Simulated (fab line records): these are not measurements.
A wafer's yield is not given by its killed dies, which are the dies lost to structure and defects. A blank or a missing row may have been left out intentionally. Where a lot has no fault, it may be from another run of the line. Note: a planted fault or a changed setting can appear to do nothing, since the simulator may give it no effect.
One fault through the eyes of 2 desks | flow berkeley cmos170 | each desk has only its own numbers; what lay behind them comes last

== AT THE METROLOGY DESK ==
What the gauges read, lot by lot, whatever tool the lot ran on: means of the sampled wafers that have a number. Marked OUT: a lot whose mean sits more than 4 standard deviations from the usual mean, which makes it out of limits; the brackets give that distance.
Columns: A = NSD_OVL at UCB170_NSD_OVL_MEAS_07, usual -1 nm
lot  | first seen here | A
L116 | day 7 12:30     | -0
L115 | day 7 15:35     | -6
L118 | day 7 22:52     | 0
L117 | day 7 23:50     | -9
L120 | day 8 16:25     | 7
L121 | day 8 18:51     | -4
L123 | day 8 23:19     | -2
L127 | day 9 10:44     | -2
L128 | day 9 10:58     | -3
L130 | day 9 23:17     | 0
L129 | day 10 04:09    | 3
L133 | day 10 20:05    | 6
L137 | day 11 01:04    | -2
L136 | day 11 01:11    | -3
Finding of this desk: none of the 14 lots has anything out of limits.

== AT THE TOOL OWNER'S DESK: litho track-02 ==
The tool's own readings at UCB170_NSD_DEVELOP_05 (develop time 45 s): means of the sampled wafers that have a number, for each lot that ran on this tool. Marked OUT: a lot whose mean sits more than 4 standard deviations from the usual mean, which makes it out of limits; the brackets give that distance.
Columns: A = developer temp C at UCB170_NSD_DEVELOP_05, usual 21.00 C
lot  | first seen here | A
L117 | day 7 23:00     | 20.85
L127 | day 9 10:00     | 20.94
L128 | day 9 10:00     | 20.99
L130 | day 9 23:00     | 21.01
L129 | day 10 03:00    | 23.02 (+22) OUT
L133 | day 10 19:00    | 23.31 (+25) OUT
This desk finds L129, L133 out of limits, L129 being first, at day 10 03:00 (developer temp C at UCB170_NSD_DEVELOP_05). Within limits: L117, L127, L128, L130.

== ALL TOGETHER ==
At day 10 03:00, on L129, L133, the tool owner's desk was in a position to raise an alarm.
Metrology desk: nothing out of limits seen.
The metrology desk has L129, L133 on record, within its limits.
Of the lots named, all ran UCB170_NSD_DEVELOP_05 on litho track-02.

== WHAT WAS PUT IN BY THE SIMULATOR ==
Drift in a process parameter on litho track-02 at UCB170_NSD_DEVELOP_05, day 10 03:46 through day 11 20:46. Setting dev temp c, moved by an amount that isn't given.
Lots struck among those shown: L129, L133.
